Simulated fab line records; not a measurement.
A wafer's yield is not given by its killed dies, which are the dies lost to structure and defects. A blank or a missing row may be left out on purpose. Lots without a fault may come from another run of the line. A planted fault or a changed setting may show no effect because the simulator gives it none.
A struck lot beside a sound one + flow rit-cmos + 17 out of 202 route steps
Sound: these wafers, L318.1, L318.2, L318.6. Struck: wafer L325.3 (left out: L325.1, L325.5 of the same lot, which were not struck); the cause appears at the end.
For every step that has rows: the tool of each side, followed by ch and its chambers, followed by its first start. Under that, the readings that differ: sound wafers + struck wafers + difference of the means + sigmas: that difference in standard deviations of wafers without a fault.
alike: a reading whose means differ by less than 2 such deviations, as well as words and numbers matching on both sides. not compared: withheld readings; readings where some wafer has no value; bounds like >300 that might hide an equal value; numbers whose values overlap and for which the record gives no deviation.
A row with sigmas, a row that says differs or no value, or rows on one side alone: a step with any of these is where the two part. When numbers do not overlap yet have no deviation, they are printed without sigmas and do not part them. A reading missing from all wafers of one side parts the sides only when that side holds two or more wafers.

RIT_M1_SPUTTER_00: material Al, target thk 400 nm, time 500 s.
  sound on pvd-sputter-03, day 4 20:23; struck on pvd-sputter-03, day 5 21:14
  alike: throttle-valve-pct
RIT_M1_RS_MEAS_01: a four-point-probe measurement.
  sound on film-metro-04, day 4 20:41; struck on film-metro-03, day 5 21:31
  alike: M1_AL_RS
RIT_M1_THK_MEAS_02: measures by xrf.
  sound on film-metro-04, day 4 20:48; struck on film-metro-03, day 5 21:38
  alike: M1_AL_THK
then, 6 steps without rows for these wafers: RIT_M1_HMDS_03 (prime time 60 s); RIT_M1_COAT_04 (resist thk 1300 nm); RIT_M1_SOFTBAKE_05 (time 60 s); RIT_M1_EXPOSE_06 (exposes mask M12, target cd 2600 nm); RIT_M1_PEB_07; RIT_M1_DEVELOP_08 (develop time 68 s).
RIT_M1_CD_MEAS_09: the cd target is 2600 nm.
  sound on cd-sem-02, day 4 22:05; struck on cd-sem-02, day 5 22:42
| reading    | sound                | struck | difference | sigmas |
|------------|----------------------|--------|------------|--------|
| cd-nm (nm) | 2601.1 2602.3 2601.1 | 2596.7 | -4.8       | -3     |
RIT_M1_OVL_MEAS_10:
  sound on overlay-02, day 4 22:12; struck on overlay-01, day 5 22:49
  alike: M1_OVL
then, 1 step without rows for these wafers: RIT_M1_HARDBAKE_11 (time 120 s).
RIT_M1_METAL_ETCH_12: etches Al in Cl2/BCl3, stops on SiO2, time 165 s, target depth 600 nm.
  sound on rie-metal-01 ch 0,1, day 4 22:37; struck on rie-metal-04 ch 0, day 5 23:06
| reading                                  | sound             | struck | difference | sigmas |
|------------------------------------------|-------------------|--------|------------|--------|
| oes-product-au (a.u.)                    | 0.766 0.763 0.760 | 0.655  | -0.108     | -9     |
| over-etch-frac                           | 0.5 0.5 0.5       | 1.0185 | +0.5185    |        |
| rf-fwd-power-W (W)                       | 248.2 248.4 247.6 | 249.8  | +1.7       | +2     |
| model.NOVOLAK_of_M1_COAT_04.thk-nm (nm)  | 812.7 802.9 807.9 | 703.7  | -104.1     |        |
| model.SiO2_of_CONTACT_CVD_00.thk-nm (nm) | 358.9 360.5 368.3 | 351.3  | -11.3      |        |
| model.M1.feature-depth-nm (nm)           | 431.9 431.5 433.4 | 445.6  | +13.3      |        |
  alike: drypump-motor-current-A, throttle-valve-pct
  not compared: rf-hours-counter-h
then, 1 step without rows for these wafers: RIT_M1_STRIP_13 (strips in nmp, time 600 s).
RIT_M1_STRIP_14: strips in O2, time 180 s.
  sound on plasma-asher-04 ch 0,1, day 4 23:08; struck on plasma-asher-04 ch 1, day 5 23:28
  alike: drypump-motor-current-A
  not compared: rf-hours-counter-h
RIT_M1_CD_MEAS_90: the cd target is 2600 nm.
  sound on cd-sem-02, day 4 23:18; struck on cd-sem-01, day 5 23:55
| reading    | sound                | struck | difference | sigmas |
|------------|----------------------|--------|------------|--------|
| cd-nm (nm) | 2602.0 2601.9 2600.5 | 2590.0 | -11.5      | -5     |
  not compared: hold
RIT_M1_PROBE_99:
  sound on prober-02, day 5 01:02; struck on prober-01, day 6 07:19
  alike: defect-limited-yield, killed-at-contacts, killed-at-front-end, killed-dies, killed-open, killed-short, sort_bin_3_pad_short, sort_bin_5_function, sort_bin_6_memory, sort-n-pass, sort-yield-pct

WHERE THEY PART
First at RIT_M1_CD_MEAS_09; last, within this record, at RIT_M1_CD_MEAS_90. Later steps at which nothing parts them and some readings are alike: RIT_M1_PROBE_99.

WHY: the cause the simulator had injected
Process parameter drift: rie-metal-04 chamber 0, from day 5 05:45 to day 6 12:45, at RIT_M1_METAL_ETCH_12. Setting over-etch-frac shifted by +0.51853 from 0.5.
